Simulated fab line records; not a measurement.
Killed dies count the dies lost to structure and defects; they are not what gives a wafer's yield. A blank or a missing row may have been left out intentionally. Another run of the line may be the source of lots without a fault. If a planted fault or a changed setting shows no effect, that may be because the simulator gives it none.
Split-lot study :: flow berkeley cmos170 :: 23 wafers read from 5 lots, route of 331 steps

== ON THE SPLIT ==
At UCB170_M3_SPUTTER_01 (material Al, target thk 900 nm, time 120 s), the setting time s was moved away from the recipe's 120 s on 10 of the 23 wafers read, by -11.3% to +12.7%. For the rest of the wafers, this setting stayed at what the recipe calls for.

== FROM THE SPLIT ON TO THE READING: in between, the file shows 1 step ==
- UCB170_M3_RS_MEAS_02: measures by four-point-probe

== THE READING ==
M3_AL_THK, in nm, at UCB170_M3_THK_MEAS_03 (measures by xrf). Fault-free wafers of this fab line usually give 900 nm, standard deviation 7.6 nm.

wafer: L074.1
tool, chamber at the split: pvd sputter-04, -
time s as run, s: 106.4
against the recipe: -11.3%
M3_AL_THK, nm: 802
against lot-mates on the recipe: -97

wafer: L074.2
tool, chamber at the split: pvd sputter-04, -
time s as run, s: 106.4
against the recipe: -11.3%
M3_AL_THK, nm: 802
against lot-mates on the recipe: -97

wafer: L074.4
tool, chamber at the split: pvd sputter-04, -
time s as run, s: 120
against the recipe: recipe
M3_AL_THK, nm: 895
against lot-mates on the recipe: -

wafer: L074.5
tool, chamber at the split: pvd sputter-04, -
time s as run, s: 120
against the recipe: recipe
M3_AL_THK, nm: 906
against lot-mates on the recipe: -

wafer: L074.6
tool, chamber at the split: pvd sputter-04, -
time s as run, s: 120
against the recipe: recipe
M3_AL_THK, nm: 897
against lot-mates on the recipe: -

wafer: L077.2
tool, chamber at the split: pvd sputter-03, -
time s as run, s: 120
against the recipe: recipe
M3_AL_THK, nm: 899
against lot-mates on the recipe: -

wafer: L077.3
tool, chamber at the split: pvd sputter-03, -
time s as run, s: 130.9
against the recipe: +9.1%
M3_AL_THK, nm: 985
against lot-mates on the recipe: +85

wafer: L077.4
tool, chamber at the split: pvd sputter-03, -
time s as run, s: 130.9
against the recipe: +9.1%
M3_AL_THK, nm: 979
against lot-mates on the recipe: +79

wafer: L077.5
tool, chamber at the split: pvd sputter-03, -
time s as run, s: 120
against the recipe: recipe
M3_AL_THK, nm: 901
against lot-mates on the recipe: -

wafer: L077.6
tool, chamber at the split: pvd sputter-03, -
time s as run, s: 130.9
against the recipe: +9.1%
M3_AL_THK, nm: 986
against lot-mates on the recipe: +86

wafer: L080.1
tool, chamber at the split: pvd sputter-02, -
time s as run, s: 112.8
against the recipe: -6.0%
M3_AL_THK, nm: 836
against lot-mates on the recipe: -54

wafer: L080.2
tool, chamber at the split: pvd sputter-02, -
time s as run, s: 112.8
against the recipe: -6.0%
M3_AL_THK, nm: 838
against lot-mates on the recipe: -52

wafer: L080.3
tool, chamber at the split: pvd sputter-02, -
time s as run, s: 120
against the recipe: recipe
M3_AL_THK, nm: 886
against lot-mates on the recipe: -

wafer: L080.5
tool, chamber at the split: pvd sputter-02, -
time s as run, s: 112.8
against the recipe: -6.0%
M3_AL_THK, nm: 844
against lot-mates on the recipe: -46

wafer: L080.6
tool, chamber at the split: pvd sputter-02, -
time s as run, s: 120
against the recipe: recipe
M3_AL_THK, nm: 894
against lot-mates on the recipe: -

wafer: L081.1
tool, chamber at the split: pvd sputter-03, -
time s as run, s: 135.2
against the recipe: +12.7%
M3_AL_THK, nm: 1023
against lot-mates on the recipe: +126

wafer: L081.2
tool, chamber at the split: pvd sputter-03, -
time s as run, s: 120
against the recipe: recipe
M3_AL_THK, nm: 899
against lot-mates on the recipe: -

wafer: L081.4
tool, chamber at the split: pvd sputter-03, -
time s as run, s: 135.2
against the recipe: +12.7%
M3_AL_THK, nm: 1024
against lot-mates on the recipe: +127

wafer: L081.5
tool, chamber at the split: pvd sputter-03, -
time s as run, s: 120
against the recipe: recipe
M3_AL_THK, nm: 901
against lot-mates on the recipe: -

wafer: L081.6
tool, chamber at the split: pvd sputter-03, -
time s as run, s: 120
against the recipe: recipe
M3_AL_THK, nm: 892
against lot-mates on the recipe: -

wafer: L082.2
tool, chamber at the split: pvd sputter-02, -
time s as run, s: 120
against the recipe: recipe
M3_AL_THK, nm: 888
against lot-mates on the recipe: -

wafer: L082.4
tool, chamber at the split: pvd sputter-02, -
time s as run, s: 120
against the recipe: recipe
M3_AL_THK, nm: 900
against lot-mates on the recipe: -

wafer: L082.5
tool, chamber at the split: pvd sputter-02, -
time s as run, s: 120
against the recipe: recipe
M3_AL_THK, nm: 896
against lot-mates on the recipe: -

THE FIT
A straight line over all 23 wafers: M3_AL_THK changes by +9.36 nm for each +1% of time s; r = +1.00; the points scatter about the line by 6.1 nm.
The same after taking each lot's own level away (the mean of its wafers on the recipe; 23 wafers): +9.17 nm for each +1%; r = +1.00; scatter 5.1 nm.
According to that fit, moving time s by its largest amount changes the reading by 1.2e+02 nm.
Measured against the standard deviation above, the lots' own levels, which go from 890.0 to 900.0 nm, span 1.3 times it.
The two slopes are in agreement: the lot-to-lot level therefore moves the slope only a little.
Check: +116 nm against its lot-mates is what the line predicts for one of the wafers moved furthest among these (+12.7%) when that wafer is left out of the fit. Against them it came out at +126 nm.

== THE OTHER SPLITS THESE WAFERS WENT THROUGH ==
Other splits were also applied to these wafers ahead of the reading. Each is held against what the fit with the lots' levels taken away leaves over:
other split on the same wafers: UCB170_CONTACT_COAT_10 resist thk nm
wafers away from the commonest value: 8
r with M3_AL_THK (lot level and that fit taken away): +0.02

other split on the same wafers: UCB170_CONTACT_SOFTBAKE_11 time s
wafers away from the commonest value: 6
r with M3_AL_THK (lot level and that fit taken away): +0.10

other split on the same wafers: UCB170_M1_SPUTTER_00 power w
wafers away from the commonest value: 7
r with M3_AL_THK (lot level and that fit taken away): +0.12

other split on the same wafers: UCB170_V1_COAT_07 resist thk nm
wafers away from the commonest value: 10
r with M3_AL_THK (lot level and that fit taken away): +0.14

other split on the same wafers: UCB170_V1_PEB_10 peb temp c
wafers away from the commonest value: 7
r with M3_AL_THK (lot level and that fit taken away): -0.16

other split on the same wafers: UCB170_M2_METAL_ETCH_18 over etch frac
wafers away from the commonest value: 4
r with M3_AL_THK (lot level and that fit taken away): +0.03

== THE WHOLE CHAIN: every reading that the file lists as answering this split, in the file's order ==
step: UCB170_M3_SPUTTER_01
what it does: material Al, target thk 900 nm, time 120 s
reading: Al_of_M3_SPUTTER_01.thk nm (the simulator's own value, which no gauge read)
change (the file's fit): +9.1 nm for each +1% of the setting
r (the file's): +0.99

step: UCB170_M3_RS_MEAS_02
what it does: measures by four-point-probe
reading: M3_AL_RS
change (the file's fit): -0.000324 for each +1% of the setting
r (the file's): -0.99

step: UCB170_M3_THK_MEAS_03
what it does: measures by xrf
reading: M3_AL_THK
change (the file's fit): +9.21 for each +1% of the setting
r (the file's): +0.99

== THE FILE'S OWN FIT ==
M3_AL_THK changes by +9.21 nm for each +1% of time s, r = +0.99.
